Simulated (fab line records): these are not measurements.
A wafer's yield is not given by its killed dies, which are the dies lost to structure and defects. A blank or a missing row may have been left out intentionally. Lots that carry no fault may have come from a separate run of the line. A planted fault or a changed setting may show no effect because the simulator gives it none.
Struck lot and sound lot, side by side ; flow berkeley_cmos170 ; 14 out of 331 route steps
Sound: these wafers, L759.1, L759.2, L759.6. Wafers struck: L765.2, L765.3, L765.6. The cause is given at the end.
Per side, at each step with rows, come the tool, then ch with its chambers, and then its first start. Under that, the readings that differ: sound wafers ; struck wafers ; difference of the means ; sigmas: that difference in standard deviations of wafers without a fault.
alike: readings whose means differ by less than 2 such deviations, and words and numbers that are the same on both sides. not compared: withheld readings, readings that some wafer has no value for, bounds like >300 that may hide the same value, and numbers for which the record gives no deviation and whose values overlap.
A row with sigmas, a row that says differs or no value, or rows on one side alone: a step with any of these is where the two part. Non-overlapping numbers with no deviation appear without sigmas and do not part them. A reading that every wafer of one side lacks parts them only if that side has two wafers or more.

first, 2 steps without rows for these wafers: UCB170_NLDD_IMPLANT_08; UCB170_NLDD_IMPLANT_09.
UCB170_NLDD_STRIP_10: strips in O2.
  sound on plasma_asher-04 ch 0,1, day 7 15:17; struck on plasma_asher-04 ch 0,1, day 9 00:59
  alike: chamber_pressure_mTorr, drypump_motor_current_A, oes_product_au, strip_time_to_endpoint_s
  not compared: rf_hours_counter_h
UCB170_NLDD_TW_MEAS_11:
  struck on film_metro-02, day 9 01:06; sound on film_metro-02, day 7 15:23
  alike: NLDD_TW
then, 1 step without rows for these wafers: UCB170_NLDD_CLEAN_12 (cleans in SPM, time 600 s).
UCB170_SPACER_CVD_00: deposits SiO2 from TEOS/O2, target thk 376 nm, time 47 s.
  sound on pecvd-01 ch 0,2, day 7 15:37; struck on pecvd-03 ch 0,1,2, day 9 01:20
  alike: heater_power_w
UCB170_SPACER_THK_MEAS_01:
  struck on film_metro-01, day 9 01:23; sound on film_metro-04, day 7 15:40
  alike: SPACER_TEOS_THK
then, 1 step without rows for these wafers: UCB170_SPACER_ANNEAL_02 (time 1800 s).
UCB170_SPACER_ETCHBACK_03: etches SiO2 in CHF3/CF4/Ar, stops on Si, target depth 376 nm, time 100 s.
  sound on rie_diel-02 ch 1,2,3, day 7 18:21; struck on rie_diel-03 ch 1,3, day 9 07:08
  alike: chamber_pressure_mTorr, drypump_motor_current_A, mfc_ar_sccm, oes_product_au, throttle_valve_pct
  not compared: rf_hours_counter_h
then, 3 steps without rows for these wafers: UCB170_PSD_HMDS_00 (prime time 60 s); UCB170_PSD_COAT_01 (resist thk 900 nm); UCB170_PSD_SOFTBAKE_02 (time 60 s).
UCB170_PSD_EXPOSE_03: exposes mask PSELECT MOD, target cd 1200 nm.
  sound on krf_scanner-01 ch 0, day 7 19:07; struck on krf_scanner-02, day 9 07:40
  no value came back on the struck wafers for exposure_dose_mJ_cm2, focus_offset_nm (nm); on the sound wafers exposure_dose_mJ_cm2 reads 29.51 29.48 29.51
  alike: mask
following that, these wafers have no rows for 1 step: UCB170_PSD_PEB_04.

== WHERE THEY PART ==
UCB170_PSD_EXPOSE_03 only, going by this record.

WHY: the cause the simulator had injected
At UCB170_PSD_EXPOSE_03, the step was skipped entirely on krf_scanner-02 from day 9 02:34 on. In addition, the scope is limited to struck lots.
